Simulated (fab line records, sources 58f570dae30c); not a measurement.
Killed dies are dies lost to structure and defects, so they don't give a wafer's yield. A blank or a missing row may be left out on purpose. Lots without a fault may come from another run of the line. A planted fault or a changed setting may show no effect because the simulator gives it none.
fab line records | flow berkeley_cmos170
record lots=5 wafers=15 last_day=13
route steps=331 shown CONTACT@231 M1@238 V1@254
lots that met no fault: from a run of the same line without faults
start_h: hours from the record's first day to the start of the lot's first wafer shown | wait_h: hours since the lot's step before | " the same as in the row above | L1.1+2: a row that stands for several wafers | - no value, or no start given | * or withheld: withheld | < > ~ a bound
route shown NAME@n: a module of which the file shows steps, and the number in the route of the first | usual: mean/standard deviation of fault-free wafers | same: alike in all rows | chamber/n: place in a boat | sites: the reading at each site | _std_site: their standard deviation | _edge_site: outer sites' mean less inner sites' | radius_mm: how far each site lies from the wafer's centre | mask NAME#n: copy n | behind: the tool/chamber that last shaped the wafer | hold: why the lot was held/for how many hours/how that ended | device: the transistor (n, p or np) that didn't switch | end of line: the same wafers' tests at the end of the route | a step without rows: its recipe alone | killed: dies lost to structure and defects at the first sort, not the wafer's yield | map: a wafer's dies, x killed, . not, _ none there
set.NAME: the setting as run; set.NAME@STEP: as run at that earlier step | model.NAME: the simulator's own value behind a step, which no gauge read
lots at some steps of the route; a table a step, a row a wafer
services: from which hour (start_h, from the record's first day; less than 0 if before it) a tool's chamber was out of use, for how many hours, and why
## steps
# step UCB170_CONTACT_CD_MEAS_15
# recipe target_cd_nm=700
# usual cd_nm=699.5/1.3
# columns lot.wafer tool chamber start_h wait_h cd_nm
L081.2 cd_sem-02 - 167.61 - 699.9
L081.3 " - " " 699.7
L081.5 " - " " 700.0
L080.1 cd_sem-02 - 167.88 - 700.1
L080.5 " - " " 699.7
L080.6 " - " " 698.6
L084.1 cd_sem-01 - 200.02 - 701.0
L084.2 " - " " 701.1
L084.6 " - " " 701.9
L095.2 cd_sem-01 - 257.92 - 699.2
L095.3 " - " " 699.9
L095.4 " - " " 699.3
L097.1 cd_sem-01 - 285.58 - 700.8
L097.2 " - " " 700.0
L097.3 " - " " 700.7
# step UCB170_CONTACT_OVL_MEAS_16
# usual CONTACT_OVL=-4/5.5
# columns lot.wafer tool chamber start_h wait_h CONTACT_OVL[nm]
L081.2 overlay-01 - 167.71 0.1 -5
L081.3 " - " " -5
L081.5 " - " " -1
L080.1 overlay-02 - 168.00 0.1 12
L080.5 " - " " 7
L080.6 " - " " -5
L084.1 overlay-02 - 200.14 0.1 0
L084.2 " - " " -1
L084.6 " - " " 1
L095.2 overlay-01 - 258.03 0.1 6
L095.3 " - " " -3
L095.4 " - " " -2
L097.1 overlay-01 - 285.70 0.1 -3
L097.2 " - " " 1
L097.3 " - " " -4
# step UCB170_CONTACT_ETCH_17
# recipe chemistry=N2/H2 target_depth_a=withheld overetch_a=withheld target=BARC time_s=withheld source_w=500 bias_w=100 pressure_mtorr=30 n2_flow_sccm=100 h2_flow_sccm=200
# usual drypump_motor_current_A=5.8/0.59 oes_product_au=0.998/0.024 throttle_valve_pct=13.19/0.19
# columns lot.wafer tool chamber start_h wait_h drypump_motor_current_A oes_product_au throttle_valve_pct
L081.2 rie_diel-03 0 167.74 0.0 5.2 0.977 12.92
L081.3 " 2 " " 6.2 0.993 12.95
L081.5 " 0 " " 5.2 0.974 12.94
L080.1 rie_diel-02 3 168.03 0.0 5.7 0.947 12.97
L080.5 " 1 " " 6.6 1.004 13.29
L080.6 " 0 " " 6.5 1.009 13.18
L084.1 rie_diel-02 0 200.18 0.0 6.5 0.998 13.17
L084.2 " 2 " " 5.4 0.977 13.24
L084.6 " 3 " " 5.7 0.949 12.95
L095.2 rie_diel-02 0 258.06 0.0 6.6 0.998 13.16
L095.3 " 3 " " 5.7 0.945 12.97
L095.4 " 1 " " 6.6 1.008 13.29
L097.1 rie_diel-03 3 285.74 0.0 5.1 0.995 13.20
L097.2 " 0 " " 5.3 1.014 12.93
L097.3 " 1 " " 5.2 0.996 13.14
# step UCB170_CONTACT_ETCH_18
# recipe chemistry=CHF3/CF4/Ar target=PSG stop_on=TiSi2 CHF3_flow_sccm=45 cf4_flow_sccm=15 Ar_flow_sccm=150 pressure_mtorr=200 rf_w=700 target_depth_a=8400 over_etch_frac=0.2 time_s=195
# usual drypump_motor_current_A=5.8/0.59 oes_product_au=0.890/0.014 throttle_valve_pct=6.87/0.12
# columns lot.wafer tool chamber start_h wait_h drypump_motor_current_A oes_product_au rf_hours_counter_h throttle_valve_pct
L081.2 rie_diel-03 0 - - 5.3 0.891 141 6.82
L081.3 " 2 " " 6.2 0.892 19 6.76
L081.5 " 0 " " 5.2 0.878 - 6.80
L080.1 rie_diel-02 3 - - 5.6 0.870 124 6.82
L080.5 " 1 " " 6.6 0.884 - 6.74
L080.6 " 0 " " 6.5 0.896 - 6.80
L084.1 rie_diel-02 0 - - 6.6 0.898 12 6.81
L084.2 " 2 " " 5.4 0.860 52 6.99
L084.6 " 3 " " 5.7 0.869 - 6.84
L095.2 rie_diel-02 0 - - 6.5 0.903 14 6.80
L095.3 " 3 " " 5.7 0.874 128 6.83
L095.4 " 1 " " 6.6 0.884 16 6.75
L097.1 rie_diel-03 3 - - 5.0 0.875 30 6.83
L097.2 " 0 " " 5.3 0.892 2 6.81
L097.3 " 1 " " 5.1 0.892 96 6.81
# step UCB170_CONTACT_STRIP_19
# recipe chemistry=O2 power_w=400 pressure_mtorr=3500 platen_temp_c=withheld o2_flow_sccm=400 overash_fraction=0.5
# usual drypump_motor_current_A=5.6/0.65 oes_product_au=0.725/0.0044
# same overash_fraction=0.5
# columns lot.wafer tool chamber start_h wait_h drypump_motor_current_A oes_product_au rf_hours_counter_h
L081.2 plasma_asher-04 0 167.91 - 5.0 0.725 48
L081.3 " 0 " " 5.0 0.730 -
L081.5 " 0 " " 5.0 0.724 -
L080.1 plasma_asher-02 0 168.20 - 5.3 0.720 48
L080.5 " 0 " " 5.3 0.716 -
L080.6 " 1 " " 6.5 0.724 -
L084.1 plasma_asher-01 1 200.35 - 4.8 0.727 40
L084.2 " 0 " " 5.1 0.726 40
L084.6 " 0 " " 5.1 0.724 -
L095.2 plasma_asher-01 0 258.22 - 5.1 0.730 45
L095.3 " 1 " " 4.9 0.728 -
L095.4 " 0 " " 5.1 0.725 -
L097.1 plasma_asher-02 0 285.90 - 5.3 0.727 59
L097.2 " 1 " " 6.4 0.722 59
L097.3 " 0 " " 5.3 0.722 -
# step UCB170_CONTACT_CD_MEAS_90
# recipe target_cd_nm=700
# usual cd_nm=699.8/1.7
# columns lot.wafer tool chamber start_h wait_h cd_nm
L081.2 cd_sem-02 - 168.03 0.1 701.4
L081.3 " - " " 700.7
L081.5 " - " " 700.1
L080.1 cd_sem-02 - 168.30 0.1 701.7
L080.5 " - " " 699.7
L080.6 " - " " 699.6
L084.1 cd_sem-02 - 200.45 0.1 701.8
L084.2 " - " " 701.6
L084.6 " - " " 704.1
L095.2 cd_sem-01 - 258.52 0.3 699.7
L095.3 " - " " 699.8
L095.4 " - " " 700.0
L097.1 cd_sem-01 - 286.00 0.1 702.0
L097.2 " - " " 701.1
L097.3 " - " " 701.5
# step UCB170_CONTACT_CLEAN_20
# recipe chemistry=SPM temp_c=120 time_s=600
# usual bath_guard_temp_C=120.3/0.35
# columns lot.wafer tool chamber start_h wait_h bath_guard_temp_C
L081.2 wet_bench-03 1 168.13 0.1 120.3
L081.3 " 1 " " 120.3
L081.5 " 1 " " 120.5
L080.1 wet_bench-01 0 168.42 0.1 119.8
L080.5 " 0 " " 119.9
L080.6 " 0 " " 119.9
L084.1 wet_bench-01 1 201.43 1.0 119.9
L084.2 " 1 " " 119.8
L084.6 " 1 " " 119.5
L095.2 wet_bench-03 2 258.62 0.1 120.8
L095.3 " 2 " " 121.0
L095.4 " 2 " " 120.7
L097.1 wet_bench-03 1 286.12 0.1 120.3
L097.2 " 1 " " 120.4
L097.3 " 1 " " 120.3
# step UCB170_M1_SPUTTER_00
# recipe material=Al target_thk_nm=600 time_s=80 power_w=6000 chamber_pressure_pa=0.5
# usual throttle_valve_pct=29.7/1
# columns lot.wafer tool chamber start_h wait_h throttle_valve_pct
L081.2 pvd_sputter-01 - 168.31 0.0 31.3
L081.3 " - " " 29.7
L081.5 " - " " 29.8
L080.1 pvd_sputter-02 - 168.60 0.0 30.4
L080.5 " - " " 28.3
L080.6 " - " " 29.7
L084.1 pvd_sputter-01 - 201.61 0.0 31.3
L084.2 " - " " 27.8
L084.6 " - " " 28.2
L095.2 pvd_sputter-01 - 258.79 0.0 28.0
L095.3 " - " " 29.4
L095.4 " - " " 29.9
L097.1 pvd_sputter-04 - 286.31 0.0 29.6
L097.2 " - " " 30.4
L097.3 " - " " 29.5
# step UCB170_M1_RS_MEAS_01
# recipe thk_meas_gauge=four-point-probe reads=Al_of_M1_SPUTTER_00
# usual M1_AL_RS=0.0484/0.00059
# columns lot.wafer tool chamber start_h wait_h M1_AL_RS[ohm/sq]
L081.2 film_metro-03 - 168.39 0.1 0.0488
L081.3 " - " " 0.0482
L081.5 " - " " 0.0483
L080.1 film_metro-02 - 168.66 0.0 0.0474
L080.5 " - " " 0.0474
L080.6 " - " " 0.0477
L084.1 film_metro-04 - 201.67 0.0 0.0488
L084.2 " - " " 0.0483
L084.6 " - " " 0.0486
L095.2 film_metro-02 - 258.88 0.1 0.0480
L095.3 " - " " 0.0495
L095.4 " - " " 0.0487
L097.1 film_metro-04 - 286.37 0.0 0.0486
L097.2 " - " " 0.0475
L097.3 " - " " 0.0485
# step UCB170_M1_THK_MEAS_02
# recipe thk_meas_gauge=xrf reads=Al_of_M1_SPUTTER_00
# usual M1_AL_THK=601/8.2
# columns lot.wafer tool chamber start_h wait_h M1_AL_THK[nm]
L081.2 film_metro-03 - 168.50 0.1 592
L081.3 " - " " 599
L081.5 " - " " 594
L080.1 film_metro-02 - 168.78 0.1 620
L080.5 " - " " 615
L080.6 " - " " 614
L084.1 film_metro-04 - 201.79 0.1 596
L084.2 " - " " 603
L084.6 " - " " 601
L095.2 film_metro-02 - 258.99 0.1 605
L095.3 " - " " 592
L095.4 " - " " 602
L097.1 film_metro-04 - 286.49 0.1 603
L097.2 " - " " 613
L097.3 " - " " 601
# step UCB170_M1_COAT_03
# recipe resist=BARC temp_c=withheld time_s=withheld spin_rpm=3000 resist_thk_nm=withheld
# columns lot.wafer tool chamber start_h wait_h
L081.2+3+5 litho_track-01 0 168.64 0.1
L080.1+5+6 litho_track-02 0 168.84 0.1
L084.1+2+6 litho_track-04 0 202.17 0.4
L095.2+3+4 litho_track-01 0 259.50 0.5
L097.1+2+3 litho_track-01 0 286.58 0.1
# step UCB170_M1_COAT_04
# recipe resist=KrF spin_rpm=1500 resist_thk_nm=900
# columns lot.wafer tool chamber start_h wait_h
L081.2+3+5 litho_track-01 0 - -
L080.1+5+6 litho_track-02 0 - -
L084.1+2+6 litho_track-04 0 - -
L095.2+3+4 litho_track-01 0 - -
L097.1+2+3 litho_track-01 0 - -
# step UCB170_M1_SOFTBAKE_05
# recipe resist=KrF temp_c=130 time_s=60
# columns lot.wafer tool chamber start_h wait_h
L081.2+3+5 litho_track-01 0 - -
L080.1+5+6 litho_track-02 0 - -
L084.1+2+6 litho_track-04 0 - -
L095.2+3+4 litho_track-01 0 - -
L097.1+2+3 litho_track-01 0 - -
# step UCB170_M1_EXPOSE_06
# recipe mask_id=METAL1 target_cd_nm=700 na=0.5 sigma_outer=0.6 source_shape=conventional dose_mj=21
# usual stage_vel_mm_s=500.06/0.24
# columns lot.wafer tool chamber start_h wait_h mask stage_vel_mm_s
L081.2 krf_scanner-01 0 169.08 - METAL1#0 500.11
L081.3 " 0 " " METAL1#0 500.46
L081.5 " 0 " " METAL1#0 500.04
L080.1 krf_scanner-01 0 169.29 - METAL1#0 500.03
L080.5 " 0 " " METAL1#0 500.53
L080.6 " 0 " " METAL1#0 500.20
L084.1 krf_scanner-02 0 202.89 - METAL1#0 500.00
L084.2 " 0 " " METAL1#0 500.20
L084.6 " 0 " " METAL1#0 499.88
L095.2 krf_scanner-01 0 260.18 - METAL1#0 500.12
L095.3 " 0 " " METAL1#0 499.79
L095.4 " 0 " " METAL1#0 500.35
L097.1 krf_scanner-01 0 287.15 - METAL1#0 500.54
L097.2 " 0 " " METAL1#0 500.32
L097.3 " 0 " " METAL1#0 500.29
# step UCB170_M1_PEB_07
# recipe peb_temp_c=130 peb_time_s=withheld resist=KrF
# columns lot.wafer tool chamber start_h wait_h
L081.2+3+5 litho_track-04 0 169.20 0.1
L080.1+5+6 litho_track-01 0 169.51 0.2
L084.1+2+6 litho_track-04 0 203.62 0.7
L095.2+3+4 litho_track-01 0 260.67 0.5
L097.1+2+3 litho_track-02 0 287.57 0.4
# step UCB170_M1_DEVELOP_08
# recipe developer=TMAH develop_time_s=45 resist=KrF dev_temp_c=21
# columns lot.wafer tool chamber start_h wait_h
L081.2+3+5 litho_track-04 0 - -
L080.1+5+6 litho_track-01 0 - -
L084.1+2+6 litho_track-04 0 - -
L095.2+3+4 litho_track-01 0 - -
L097.1+2+3 litho_track-02 0 - -
# step UCB170_M1_CD_MEAS_09
# recipe target_cd_nm=700
# usual cd_nm=700.0/1.5
# columns lot.wafer tool chamber start_h wait_h cd_nm
L081.2 cd_sem-02 - 169.54 - 698.6
L081.3 " - " " 699.9
L081.5 " - " " 699.5
L080.1 cd_sem-01 - 169.91 - 699.3
L080.5 " - " " 699.6
L080.6 " - " " 699.0
L084.1 cd_sem-01 - 203.90 - 699.6
L084.2 " - " " 701.2
L084.6 " - " " 701.1
L095.2 cd_sem-01 - 261.18 - 699.7
L095.3 " - " " 700.2
L095.4 " - " " 699.1
L097.1 cd_sem-01 - 287.85 - 698.7
L097.2 " - " " 699.1
L097.3 " - " " 700.6
# step UCB170_M1_OVL_MEAS_10
# usual M1_OVL=1/5.4
# columns lot.wafer tool chamber start_h wait_h M1_OVL[nm]
L081.2 overlay-02 - 169.65 0.1 -10
L081.3 " - " " -14
L081.5 " - " " -10
L080.1 overlay-02 - 170.03 0.1 -1
L080.5 " - " " -8
L080.6 " - " " 1
L084.1 overlay-01 - 204.02 0.1 6
L084.2 " - " " 0
L084.6 " - " " 2
L095.2 overlay-02 - 261.28 0.1 -1
L095.3 " - " " 4
L095.4 " - " " 2
L097.1 overlay-01 - 287.97 0.1 10
L097.2 " - " " 6
L097.3 " - " " 10
# step UCB170_M1_ETCH_11
# recipe chemistry=N2/H2 target_depth_a=withheld overetch_a=withheld target=BARC time_s=withheld source_w=500 bias_w=100 pressure_mtorr=30 n2_flow_sccm=100 h2_flow_sccm=200
# usual drypump_motor_current_A=5.6/0.5 oes_product_au=0.996/0.021 throttle_valve_pct=13.17/0.21
# columns lot.wafer tool chamber start_h wait_h drypump_motor_current_A oes_product_au throttle_valve_pct
L081.2 rie_diel-01 0 169.68 0.0 6.4 0.999 13.37
L081.3 " 2 " " 5.8 1.054 13.51
L081.5 " 2 " " 5.7 1.059 13.50
L080.1 rie_diel-03 2 170.07 0.0 6.2 0.994 12.96
L080.5 " 2 " " 6.2 0.990 12.95
L080.6 " 0 " " 5.2 0.964 12.94
L084.1 rie_diel-04 1 204.06 0.0 6.4 0.977 12.97
L084.2 " 2 " " 6.2 0.981 13.05
L084.6 " 3 " " 5.6 0.970 13.44
L095.2 rie_diel-03 3 261.31 0.0 5.1 1.004 13.18
L095.3 " 1 " " 5.2 0.987 13.14
L095.4 " 0 " " 5.2 1.010 12.94
L097.1 rie_diel-03 0 288.01 0.0 5.3 1.003 12.94
L097.2 " 3 " " 5.1 0.994 13.20
L097.3 " 1 " " 5.1 0.985 13.14
# step UCB170_M1_METAL_ETCH_12
# recipe chemistry=Cl2/BCl3 target=Al stop_on=PSG pressure_mtorr=12 target_depth_a=7800 over_etch_frac=0.3 time_s=130 icp_w=600 bias_w=120 Cl2_flow_sccm=90 bcl3_flow_sccm=45
# usual drypump_motor_current_A=5.6/0.59 oes_product_au=0.863/0.012 throttle_valve_pct=24.38/0.21
# columns lot.wafer tool chamber start_h wait_h drypump_motor_current_A oes_product_au rf_hours_counter_h throttle_valve_pct
L081.2 rie_metal-03 1 169.72 - 6.1 0.844 24 24.23
L081.3 " 0 " " 6.5 0.860 - 24.16
L081.5 " 0 " " 6.5 0.858 - 24.17
L080.1 rie_metal-02 0 170.11 - 4.7 0.894 1 24.42
L080.5 " 1 " " 5.5 0.874 - 24.41
L080.6 " 0 " " 4.8 0.884 - 24.44
L084.1 rie_metal-02 1 204.10 - 5.5 0.856 3 24.43
L084.2 " 0 " " 4.7 0.878 2 24.44
L084.6 " 1 " " 5.5 0.858 - 24.42
L095.2 rie_metal-03 1 261.35 - 6.1 0.874 1 24.40
L095.3 " 1 " " 6.1 0.845 - 24.43
L095.4 " 0 " " 6.5 0.857 - 24.15
L097.1 rie_metal-03 0 288.05 - 6.5 0.852 14 24.14
L097.2 " 1 " " 6.1 0.878 2 24.41
L097.3 " 0 " " 6.4 0.856 - 24.15
# step UCB170_M1_STRIP_13
# recipe chemistry=O2 power_w=400 pressure_mtorr=3500 platen_temp_c=withheld o2_flow_sccm=400 overash_fraction=0.5
# usual drypump_motor_current_A=5.8/0.54 oes_product_au=0.720/0.0046
# same overash_fraction=0.5
# columns lot.wafer tool chamber start_h wait_h drypump_motor_current_A oes_product_au rf_hours_counter_h
L081.2 plasma_asher-04 1 169.85 0.1 6.3 0.724 48
L081.3 " 1 " " 6.4 0.716 -
L081.5 " 0 " " 5.0 0.721 -
L080.1 plasma_asher-03 0 170.24 0.1 6.1 0.724 5
L080.5 " 1 " " 5.7 0.723 -
L080.6 " 0 " " 6.1 0.715 -
L084.1 plasma_asher-02 1 204.23 0.1 6.5 0.726 51
L084.2 " 0 " " 5.3 0.727 51
L084.6 " 1 " " 6.5 0.715 -
L095.2 plasma_asher-02 0 261.49 0.1 5.3 0.729 56
L095.3 " 1 " " 6.5 0.725 -
L095.4 " 0 " " 5.3 0.718 -
L097.1 plasma_asher-03 1 288.18 0.1 5.6 0.719 16
L097.2 " 0 " " 6.0 0.721 16
L097.3 " 0 " " 6.1 0.722 -
# step UCB170_M1_CD_MEAS_90
# recipe target_cd_nm=700
# usual cd_nm=701/4.3
# columns lot.wafer tool chamber start_h wait_h cd_nm
L081.2 cd_sem-02 - 170.02 0.1 696
L081.3 " - " " 700
L081.5 " - " " 698
L080.1 cd_sem-02 - 170.37 0.1 699
L080.5 " - " " 706
L080.6 " - " " 700
L084.1 cd_sem-01 - 204.33 0.1 707
L084.2 " - " " 703
L084.6 " - " " 708
L095.2 cd_sem-01 - 262.02 0.5 698
L095.3 " - " " 697
L095.4 " - " " 699
L097.1 cd_sem-01 - 288.48 0.3 696
L097.2 " - " " 696
L097.3 " - " " 696
# step UCB170_M1_ANNEAL_14
# recipe temp_c=400 time_s=1200 ambient=forming_gas
# columns lot.wafer tool chamber start_h wait_h
L080.1+5+6 - - 176.15 5.8
L081.2+3+5 - - 176.15 6.1
L084.1+2+6 - - 208.16 3.8
L095.2+3+4 - - 263.57 1.5
L097.1+2+3 - - 288.94 0.4
# step UCB170_V1_CVD_00
# recipe material=SiO2 target_thk_nm=2000 temp_c=390 precursor=TEOS/O2 time_s=250 rf_w=550 pressure_mtorr=9000
# usual heater_power_w=248/55
# columns lot.wafer tool chamber start_h wait_h heater_power_w
L080.1 pecvd-02 2 177.48 0.0 298
L080.5 " 2 " " 215
L080.6 " 1 " " 168
L081.2 pecvd-04 0 177.48 0.0 355
L081.3 " 2 " " 271
L081.5 " 0 " " 268
L084.1 pecvd-04 2 209.49 0.0 282
L084.2 " 0 " " 296
L084.6 " 1 " " 221
L095.2 pecvd-04 2 264.91 0.0 350
L095.3 " 2 " " 244
L095.4 " 0 " " 357
L097.1 pecvd-02 1 290.27 0.0 183
L097.2 " 2 " " 276
L097.3 " 0 " " 315
# step UCB170_V1_THK_MEAS_01
# recipe reads=SiO2_of_V1_CVD_00
# usual V1_TEOS_THK=2015/30
# columns lot.wafer tool chamber start_h wait_h V1_TEOS_THK[nm]
L080.1 film_metro-01 - 177.64 0.1 2009
L080.5 " - " " 2047
L080.6 " - " " 2001
L081.2 film_metro-02 - 177.65 0.1 2025
L081.3 " - " " 2006
L081.5 " - " " 1999
L084.1 film_metro-03 - 209.64 0.1 2002
L084.2 " - " " 2053
L084.6 " - " " 2083
L095.2 film_metro-03 - 265.15 0.2 1982
L095.3 " - " " 2024
L095.4 " - " " 2035
L097.1 film_metro-03 - 290.43 0.1 2015
L097.2 " - " " 2029
L097.3 " - " " 2027
# step UCB170_V1_CMP_02
# recipe material=SiO2 down_force_psi=6 platen_rpm=60 pad_velocity_m_s=0.75398
# usual motor_current_A=15.2/1.3
# columns lot.wafer tool chamber start_h wait_h motor_current_A
L080.1 cmp-01 3 177.75 0.1 13.0
L080.6 " 2 " " 15.1
L080.5 " 3 " " 12.5
L081.3 cmp-02 3 177.80 0.1 14.0
L081.2 " 0 " " 17.4
L081.5 " 2 " " 15.6
L084.1 cmp-01 3 209.70 0.1 12.7
L084.2 " 0 " " 14.5
L084.6 " 3 " " 13.0
L095.4 cmp-02 3 265.42 0.2 14.0
L095.3 " 1 " " 14.6
L095.2 " 2 " " 15.8
L097.2 cmp-02 0 290.49 0.0 16.0
L097.3 " 1 " " 15.0
L097.1 " 3 " " 14.2
# step UCB170_V1_BOW_MEAS_03
# recipe mode=bow
# usual V1_BOW=18/6.9
# columns lot.wafer tool chamber start_h wait_h V1_BOW[um]
L080.1 film_metro-01 - 178.00 0.2 13
L080.5 " - " " 13
L080.6 " - " " 9
L081.2 film_metro-03 - 178.02 0.1 20
L081.3 " - " " 22
L081.5 " - " " 27
L084.1 film_metro-01 - 210.00 0.2 9
L084.2 " - " " 5
L084.6 " - " " 15
L095.2 film_metro-01 - 265.74 0.1 11
L095.3 " - " " 18
L095.4 " - " " 16
L097.1 film_metro-03 - 290.79 0.1 14
L097.2 " - " " 25
L097.3 " - " " 21
# step UCB170_V1_THK_MEAS_04
# recipe reads=SiO2_of_V1_CVD_00
# usual V1_POLISHED_THK=999.7/1.9
# columns lot.wafer tool chamber start_h wait_h V1_POLISHED_THK[nm]
L080.1 film_metro-01 - 178.12 0.1 1000.8
L080.5 " - " " 1000.7
L080.6 " - " " 999.5
L081.2 film_metro-03 - 178.13 0.1 1001.0
L081.3 " - " " 1002.3
L081.5 " - " " 998.3
L084.1 film_metro-01 - 210.12 0.1 1000.7
L084.2 " - " " 998.1
L084.6 " - " " 1000.4
L095.2 film_metro-01 - 265.85 0.1 1000.6
L095.3 " - " " 996.7
L095.4 " - " " 1000.8
L097.1 film_metro-03 - 290.91 0.1 1002.6
L097.2 " - " " 1002.9
L097.3 " - " " 997.1
# step UCB170_V1_CLEAN_05
# recipe chemistry=DIW
# columns lot.wafer tool chamber start_h wait_h
L080.1+5+6 wet_bench-01 0 178.95 0.8
L081.2+3+5 wet_bench-01 2 178.95 0.8
L084.1+2+6 wet_bench-01 1 210.18 0.1
L095.2+3+4 wet_bench-02 3 267.03 1.2
L097.1+2+3 wet_bench-01 2 291.08 0.2
# step UCB170_V1_HMDS_06
# recipe prime_time_s=60 prime_temp_c=100
# columns lot.wafer tool chamber start_h wait_h
L081.2+3+5 litho_track-03 0 179.15 0.0
L080.1+5+6 litho_track-02 0 179.40 0.3
L084.1+2+6 litho_track-03 0 210.40 0.0
L095.2+3+4 litho_track-03 0 267.68 0.5
L097.1+2+3 litho_track-03 0 291.26 0.0
# step UCB170_V1_COAT_07
# recipe resist=KrF spin_rpm=1500 resist_thk_nm=900
# columns lot.wafer tool chamber start_h wait_h
L081.2+3+5 litho_track-03 0 179.30 0.1
L080.1+5+6 litho_track-02 0 179.55 0.1
L084.1+2+6 litho_track-03 0 210.55 0.1
L095.2+3+4 litho_track-03 0 267.83 0.1
L097.1+2+3 litho_track-03 0 291.41 0.1
# step UCB170_V1_SOFTBAKE_08
# recipe resist=KrF temp_c=130 time_s=60
# columns lot.wafer tool chamber start_h wait_h
L081.2+3+5 litho_track-03 0 179.45 0.1
L080.1+5+6 litho_track-02 0 179.70 0.1
L084.1+2+6 litho_track-03 0 210.70 0.1
L095.2+3+4 litho_track-03 0 267.98 0.1
L097.1+2+3 litho_track-03 0 291.56 0.1
# step UCB170_V1_EXPOSE_09
# recipe mask_id=VIA1 target_cd_nm=700 na=0.5 sigma_outer=0.6 source_shape=conventional dose_mj=37
# usual stage_vel_mm_s=500.02/0.25
# columns lot.wafer tool chamber start_h wait_h mask stage_vel_mm_s
L081.2 krf_scanner-01 0 179.65 0.2 VIA1#0 499.60
L081.3 " 0 " " VIA1#0 499.93
L081.5 " 0 " " VIA1#0 500.01
L080.1 krf_scanner-02 0 179.97 0.2 VIA1#0 499.88
L080.5 " 0 " " VIA1#0 499.81
L080.6 " 0 " " VIA1#0 499.96
L084.1 krf_scanner-02 0 210.97 0.2 VIA1#0 499.95
L084.2 " 0 " " VIA1#0 500.05
L084.6 " 0 " " VIA1#0 499.89
L095.2 krf_scanner-02 0 268.37 0.4 VIA1#0 499.81
L095.3 " 0 " " VIA1#0 499.85
L095.4 " 0 " " VIA1#0 499.72
L097.1 krf_scanner-02 0 291.83 0.2 VIA1#0 500.30
L097.2 " 0 " " VIA1#0 500.00
L097.3 " 0 " " VIA1#0 500.14
# step UCB170_V1_PEB_10
# recipe peb_temp_c=130 peb_time_s=withheld resist=KrF
# columns lot.wafer tool chamber start_h wait_h
L081.2+3+5 litho_track-02 0 179.87 0.2
L080.1+5+6 litho_track-01 0 180.09 0.1
L084.1+2+6 litho_track-03 0 211.09 0.1
L095.2+3+4 litho_track-01 0 268.49 0.1
L097.1+2+3 litho_track-03 0 291.95 0.1
# step UCB170_V1_DEVELOP_11
# recipe developer=TMAH develop_time_s=45 resist=KrF dev_temp_c=21
# columns lot.wafer tool chamber start_h wait_h
L081.2+3+5 litho_track-02 0 - -
L080.1+5+6 litho_track-01 0 - -
L084.1+2+6 litho_track-03 0 - -
L095.2+3+4 litho_track-01 0 - -
L097.1+2+3 litho_track-03 0 - -
# step UCB170_V1_CD_MEAS_12
# recipe target_cd_nm=700
# usual cd_nm=700.3/1.3
# columns lot.wafer tool chamber start_h wait_h cd_nm
L081.2 cd_sem-01 - 180.14 - 700.9
L081.3 " - " " 701.3
L081.5 " - " " 701.4
L080.1 cd_sem-02 - 180.36 - 699.4
L080.5 " - " " 698.5
L080.6 " - " " 698.0
L084.1 cd_sem-01 - 211.36 - 702.0
L084.2 " - " " 702.5
L084.6 " - " " 701.4
L095.2 cd_sem-01 - 268.95 - 702.6
L095.3 " - " " 700.2
L095.4 " - " " 701.3
L097.1 cd_sem-01 - 292.22 - 700.0
L097.2 " - " " 699.7
L097.3 " - " " 699.7
# step UCB170_V1_OVL_MEAS_13
# usual V1_OVL=-1/6.1
# columns lot.wafer tool chamber start_h wait_h V1_OVL[nm]
L081.2 overlay-01 - 180.25 0.1 -9
L081.3 " - " " -4
L081.5 " - " " 7
L080.1 overlay-01 - 180.48 0.1 -1
L080.5 " - " " -1
L080.6 " - " " 0
L084.1 overlay-02 - 211.48 0.1 5
L084.2 " - " " -11
L084.6 " - " " 0
L095.2 overlay-01 - 269.05 0.1 -9
L095.3 " - " " -14
L095.4 " - " " -13
L097.1 overlay-01 - 292.34 0.1 5
L097.2 " - " " -4
L097.3 " - " " -1
# step UCB170_V1_ETCH_14
# recipe chemistry=CHF3/CF4/Ar target=SiO2 stop_on=Al CHF3_flow_sccm=45 cf4_flow_sccm=15 Ar_flow_sccm=150 pressure_mtorr=200 rf_w=700 target_depth_a=12500 over_etch_frac=0.25 time_s=291
# usual drypump_motor_current_A=5.8/0.55 oes_product_au=0.866/0.01 throttle_valve_pct=6.87/0.085
# columns lot.wafer tool chamber start_h wait_h drypump_motor_current_A oes_product_au rf_hours_counter_h throttle_valve_pct
L081.2 rie_diel-03 2 180.28 0.0 6.2 0.872 20 6.79
L081.3 " 0 " " 5.2 0.863 142 6.82
L081.5 " 3 " " 5.0 0.849 - 6.86
L080.1 rie_diel-02 3 180.52 0.0 5.7 0.852 125 6.86
L080.5 " 3 " " 5.7 0.846 - 6.85
L080.6 " 2 " " 5.4 0.859 - 6.99
L084.1 rie_diel-04 1 211.52 0.0 6.4 0.873 71 6.78
L084.2 " 3 " " 5.5 0.873 55 7.03
L084.6 " 0 " " 6.0 0.867 - 6.95
L095.2 rie_diel-02 1 269.08 0.0 6.6 0.872 17 6.79
L095.3 " 0 " " 6.6 0.870 15 6.84
L095.4 " 3 " " 5.7 0.849 128 6.86
L097.1 rie_diel-02 2 292.38 0.0 5.3 0.855 57 7.02
L097.2 " 1 " " 6.6 0.860 18 6.79
L097.3 " 0 " " 6.6 0.872 16 6.84
## services
# columns tool chamber start_h hours kind
furnace-01 - 144.47 43.1 pm
krf_scanner-01 - 146.49 1.0 pm
pecvd-04 1 154.48 15.9 repair
cmp-02 - 159.02 2.7 repair
rie_diel-03 1 165.11 11.8 repair
krf_scanner-01 - 167.05 1.3 repair
pecvd-04 - 169.69 0.4 repair
rie_diel-02 0 179.99 4.9 repair
pecvd-04 1 184.67 22.4 repair
furnace-01 - 187.55 2.4 pm
rie_diel-02 2 188.83 4.5 repair
krf_scanner-02 - 206.05 1.0 pm
cmp-02 - 219.09 1.0 repair
krf_scanner-02 - 227.35 2.8 repair
furnace-01 - 228.87 26.6 pm
cmp-02 - 232.00 4.0 pm
rie_diel-02 - 244.40 0.3 repair
pvd_sputter-01 - 244.91 0.9 repair
krf_scanner-02 - 246.60 0.8 pm
krf_scanner-02 - 250.32 4.4 pm
plasma_asher-02 - 252.50 0.7 repair
furnace-01 - 255.49 3.8 pm
krf_scanner-01 - 263.56 1.3 pm
krf_scanner-01 - 270.12 4.4 pm
## key
fault none
